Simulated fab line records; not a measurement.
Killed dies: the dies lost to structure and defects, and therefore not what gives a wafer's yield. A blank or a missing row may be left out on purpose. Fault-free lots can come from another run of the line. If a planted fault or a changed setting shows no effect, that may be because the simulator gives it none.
What tool caused it? + flow rit_cmos + Sampling: 14 lots, 42 wafers, 3 of 202 route steps

WHAT THE GAUGES READ, wafer by wafer
RIT_M1_RS_MEAS_01: measures by four-point-probe. Usual: for M1_AL_RS the level is 0.0734 ohm/sq and the standard deviation is 0.00075.
| lot  | measured    | on            | M1_AL_RS (ohm/sq)                         | flag |
|------|-------------|---------------|-------------------------------------------|------|
| L203 | day 3 04:31 | film_metro-02 | 0.0729 0.0733 0.0733                      |      |
| L204 | day 3 09:25 | film_metro-03 | 0.0736 0.0740 0.0736                      |      |
| L205 | day 3 15:49 | film_metro-03 | 0.0728 0.0731 0.0728                      |      |
| L206 | day 3 20:52 | film_metro-02 | 0.0736 0.0732 0.0731                      |      |
| L207 | day 4 02:31 | film_metro-01 | 0.0716 0.0723 0.0718                      |      |
| L208 | day 4 07:12 | film_metro-01 | 0.0733 0.0744 0.0736                      |      |
| L209 | day 4 10:16 | film_metro-03 | 0.0730 0.0740 0.0738                      |      |
| L211 | day 4 21:56 | film_metro-01 | 0.0728 0.0722 0.0727                      |      |
| L212 | day 5 02:38 | film_metro-01 | 0.1016 0.1014 0.1013 0.1017 0.1014 0.1011 | OFF  |
| L214 | day 5 11:49 | film_metro-01 | 0.1025 0.1021 0.1026 0.1027 0.1017 0.1027 | OFF  |
| L215 | day 5 17:52 | film_metro-01 | 0.0742 0.0739 0.0736                      |      |
| L222 | day 7 09:53 | film_metro-01 | 0.0731 0.0736 0.0733                      |      |
| L224 | day 7 17:44 | film_metro-02 | 0.0731 0.0729 0.0734                      |      |
| L226 | day 8 02:37 | film_metro-02 | 0.0727 0.0726 0.0725                      |      |

RIT_M1_THK_MEAS_02: measures by xrf. Usual: for M1_AL_THK the level is 397 nm and the standard deviation is 4.9.
| lot  | measured    | on            | M1_AL_THK (nm)          | flag |
|------|-------------|---------------|-------------------------|------|
| L203 | day 3 04:38 | film_metro-02 | 399 397 398             |      |
| L204 | day 3 09:31 | film_metro-03 | 396 394 394             |      |
| L205 | day 3 15:56 | film_metro-03 | 401 398 399             |      |
| L206 | day 3 20:59 | film_metro-02 | 397 400 398             |      |
| L207 | day 4 02:38 | film_metro-01 | 407 404 406             |      |
| L208 | day 4 07:18 | film_metro-01 | 396 392 397             |      |
| L209 | day 4 10:23 | film_metro-03 | 396 393 394             |      |
| L211 | day 4 22:02 | film_metro-01 | 399 404 403             |      |
| L212 | day 5 07:25 | film_metro-01 | 292 290 294 288 289 291 | OFF  |
| L214 | day 5 14:37 | film_metro-01 | 285 287 287 289 289 286 | OFF  |
| L215 | day 5 17:58 | film_metro-01 | 393 398 394             |      |
| L222 | day 7 10:01 | film_metro-01 | 396 395 396             |      |
| L224 | day 7 17:50 | film_metro-02 | 402 403 397             |      |
| L226 | day 8 02:43 | film_metro-02 | 405 406 406             |      |

TOOL THAT RAN EACH LOT (tool first, then ch and the chambers of the sampled wafers, then the start)
| lot  | RIT_M1_SPUTTER_00           |
|------|-----------------------------|
| L203 | pvd_sputter-04, day 3 04:13 |
| L204 | pvd_sputter-04, day 3 09:05 |
| L205 | pvd_sputter-03, day 3 15:32 |
| L206 | pvd_sputter-04, day 3 20:34 |
| L207 | pvd_sputter-04, day 4 02:13 |
| L208 | pvd_sputter-03, day 4 06:52 |
| L209 | pvd_sputter-04, day 4 09:59 |
| L211 | pvd_sputter-03, day 4 21:37 |
| L212 | pvd_sputter-04, day 5 02:20 |
| L214 | pvd_sputter-04, day 5 11:31 |
| L215 | pvd_sputter-01, day 5 17:33 |
| L222 | pvd_sputter-03, day 7 09:36 |
| L224 | pvd_sputter-01, day 7 17:25 |
| L226 | pvd_sputter-03, day 8 02:18 |
- RIT_M1_SPUTTER_00: material Al, target thk 400 nm, time 500 s.

AS READ BY THE TOOLS THEMSELVES (means over the sampled wafers that have a number; for cases with no such wafer, the mark the record gives instead)
RIT_M1_SPUTTER_00. Usual: substrate_temp_c 25.01 C, standard deviation 0.11; throttle_valve_pct 29.7 %, standard deviation 0.69.
| lot  | tool           | substrate_temp_c (C) | throttle_valve_pct (%) | flag |
|------|----------------|----------------------|------------------------|------|
| L203 | pvd_sputter-04 | 25.14                | 29.5                   |      |
| L204 | pvd_sputter-04 | 24.92                | 29.8                   |      |
| L205 | pvd_sputter-03 | 25.03                | 30.7                   |      |
| L206 | pvd_sputter-04 | 24.90                | 29.8                   |      |
| L207 | pvd_sputter-04 | 24.86                | 29.7                   |      |
| L208 | pvd_sputter-03 | 25.04                | 29.9                   |      |
| L209 | pvd_sputter-04 | 24.91                | 29.8                   |      |
| L211 | pvd_sputter-03 | 24.93                | 30.0                   |      |
| L212 | pvd_sputter-04 | 24.95                | 29.9                   |      |
| L214 | pvd_sputter-04 | 25.08                | 29.3                   |      |
| L215 | pvd_sputter-01 | 24.99                | 29.4                   |      |
| L222 | pvd_sputter-03 | 25.09                | 30.7                   |      |
| L224 | pvd_sputter-01 | 24.96                | 29.4                   |      |
| L226 | pvd_sputter-03 | 25.06                | 30.7                   |      |

THE ANSWER, worked out from the rows above alone
Rule: lot off if the mean of its wafers having a number is beyond 3 standard deviations from the usual mean. A lot without any number at a reading at which 4 lots or more have one is off too. All remaining lots with rows at the step are treated as sound. Order of review: gauges by route order, followed by the tools' own readings, for which a lot's mean as printed above is used. At the first step where some lot is off, the reading lying furthest off is the one used; lots without a number count as furthest.
Off: L212, L214, at RIT_M1_RS_MEAS_01 (M1_AL_RS).
A tool fits if, at a process step before that reading, it ran every lot that is off, and no sound lot after the first of them. Gauges at RIT_M1_RS_MEAS_01: tried the same way as those tools. One candidate fits, namely pvd_sputter-04 at RIT_M1_SPUTTER_00. A fault onset in the window from L209 (day 4 09:59, its last sound lot) to L212 (day 5 02:20, its first lot off) fits.

WHAT THE SIMULATOR HAD INSERTED
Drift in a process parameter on pvd_sputter-04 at RIT_M1_SPUTTER_00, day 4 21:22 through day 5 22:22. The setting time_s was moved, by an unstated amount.
Lots struck among those shown: L212, L214. The rule above reached the same finding.
